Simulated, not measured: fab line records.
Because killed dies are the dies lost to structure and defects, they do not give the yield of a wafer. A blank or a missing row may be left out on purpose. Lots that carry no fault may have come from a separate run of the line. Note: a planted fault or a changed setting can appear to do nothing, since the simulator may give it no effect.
A struck lot beside a sound one	flow berkeley_cmos170	23 steps out of a route of 331
Sound: wafers L447.1, L447.2, L447.5. Wafers struck: L453.3, L453.4, L453.5. Last of all comes the cause.
Each step with rows lists, per side, the tool, then ch with its chambers, then its first start. Under that, the readings that differ: sound wafers	struck wafers	difference of the means	sigmas: that difference in standard deviations of wafers without a fault.
alike: readings with means less than 2 such deviations apart, plus words and numbers identical on both sides. not compared: withheld readings, readings lacking a value on some wafer, bounds such as >300 that could conceal the same value, and numbers that have no deviation in the record and whose values overlap.
Wherever a step has rows on one side only, a row that says differs or no value, or a row with sigmas, the two part there. Non-overlapping numbers with no deviation appear without sigmas and do not part them. A reading missing from all wafers of one side parts the sides only when that side holds two or more wafers.

first, 6 steps without rows for these wafers: UCB170_ZERO_HMDS_00 (prime time 60 s); UCB170_ZERO_COAT_01 (resist thk 900 nm); UCB170_ZERO_SOFTBAKE_02 (time 60 s); UCB170_ZERO_EXPOSE_03 (exposes mask PM MARKS, target cd 4000 nm); UCB170_ZERO_PEB_04; UCB170_ZERO_DEVELOP_05 (develop time 45 s).
UCB170_ZERO_ETCH_06: etches SiO2 in CHF3/CF4/Ar, time 12 s.
  sound on rie_diel-04 ch 0,1, day 3 01:57; struck on rie_diel-01 ch 0,2, day 4 11:05
  alike: chamber_pressure_mTorr, drypump_motor_current_A, oes_product_au, rf_fwd_power_W, throttle_valve_pct
  not compared: rf_hours_counter_h
UCB170_ZERO_STRIP_07: strips in O2.
  sound on plasma_asher-04 ch 0,1, day 3 01:58; struck on plasma_asher-04 ch 0,1, day 4 11:08
  alike: chamber_pressure_mTorr, drypump_motor_current_A, oes_product_au, strip_time_to_endpoint_s
  not compared: rf_hours_counter_h
then, 2 steps without rows for these wafers: UCB170_NWELL_WET_ETCH_00 (etches SiO2 in dHF, time 200 s); UCB170_NWELL_OXIDATION_01 (target thk 26.4 nm, ox time 1260 s).
UCB170_NWELL_THK_MEAS_02:
  sound on film_metro-01 at day 3 05:35; struck on film_metro-03 at day 4 15:19
  alike: NWELL_OXIDE_THK
then, 1 step without rows for these wafers: UCB170_NWELL_ANNEAL_03 (time 900 s).
UCB170_NWELL_CVD_04: deposits Si3N4 from SiH2Cl2/NH3, target thk 224 nm, time 3360 s.
  sound on lpcvd-02 ch 1, day 3 08:31; struck on lpcvd-02 ch 1, day 4 20:28
reading	sound	struck	difference	sigmas
model.Si3N4_of_NWELL_CVD_04.thk_nm (nm)	223.5 222.8 223.3	294.4 296.3 294.7	+71.9	
  alike: susceptor_temp_C, zone_power_load_pct
UCB170_NWELL_THK_MEAS_05:
  sound on film_metro-01 at day 3 10:26; struck on film_metro-01 at day 4 22:26
reading	sound	struck	difference	sigmas
NWELL_NITRIDE_THK (nm)	223.6 222.7 223.3	294.0 296.4 294.9	+71.9	+38
then, 6 steps without rows for these wafers: UCB170_NWELL_HMDS_06 (prime time 60 s); UCB170_NWELL_COAT_07 (resist thk 900 nm); UCB170_NWELL_SOFTBAKE_08 (time 60 s); UCB170_NWELL_EXPOSE_09 (exposes mask NWELL, target cd 3000 nm); UCB170_NWELL_PEB_10; UCB170_NWELL_DEVELOP_11 (develop time 45 s).
UCB170_NWELL_OVL_MEAS_12:
  sound on overlay-01 at day 3 11:52; struck on overlay-02 at day 4 23:26
  alike: NWELL_OVL
UCB170_NWELL_ETCH_13: etches Si3N4 in CH3F/Ar/O2, stops on SiO2, target depth 246.4 nm, time 154 s.
  sound on rie_diel-04 ch 0,3, day 3 11:54; struck on rie_diel-04 ch 1,2,3, day 4 23:28
reading	sound	struck	difference	sigmas
oes_product_au (a.u.)	0.939 0.917 0.935	0.994 0.987 0.994	+0.061	+4
model.etch.depth_nm (nm)	223.5 222.8 223.3	245.5 244.1 244.9	+21.6	
  alike: chamber_pressure_mTorr, drypump_motor_current_A, rf_fwd_power_W, throttle_valve_pct
  not compared: rf_hours_counter_h
next, for these wafers, 1 step has no rows: UCB170_NWELL_IMPLANT_14.

== WHERE THEY PART ==
At UCB170_NWELL_THK_MEAS_05 first; at UCB170_NWELL_ETCH_13 last (within this record only).

WHY: what had been put in by the simulator
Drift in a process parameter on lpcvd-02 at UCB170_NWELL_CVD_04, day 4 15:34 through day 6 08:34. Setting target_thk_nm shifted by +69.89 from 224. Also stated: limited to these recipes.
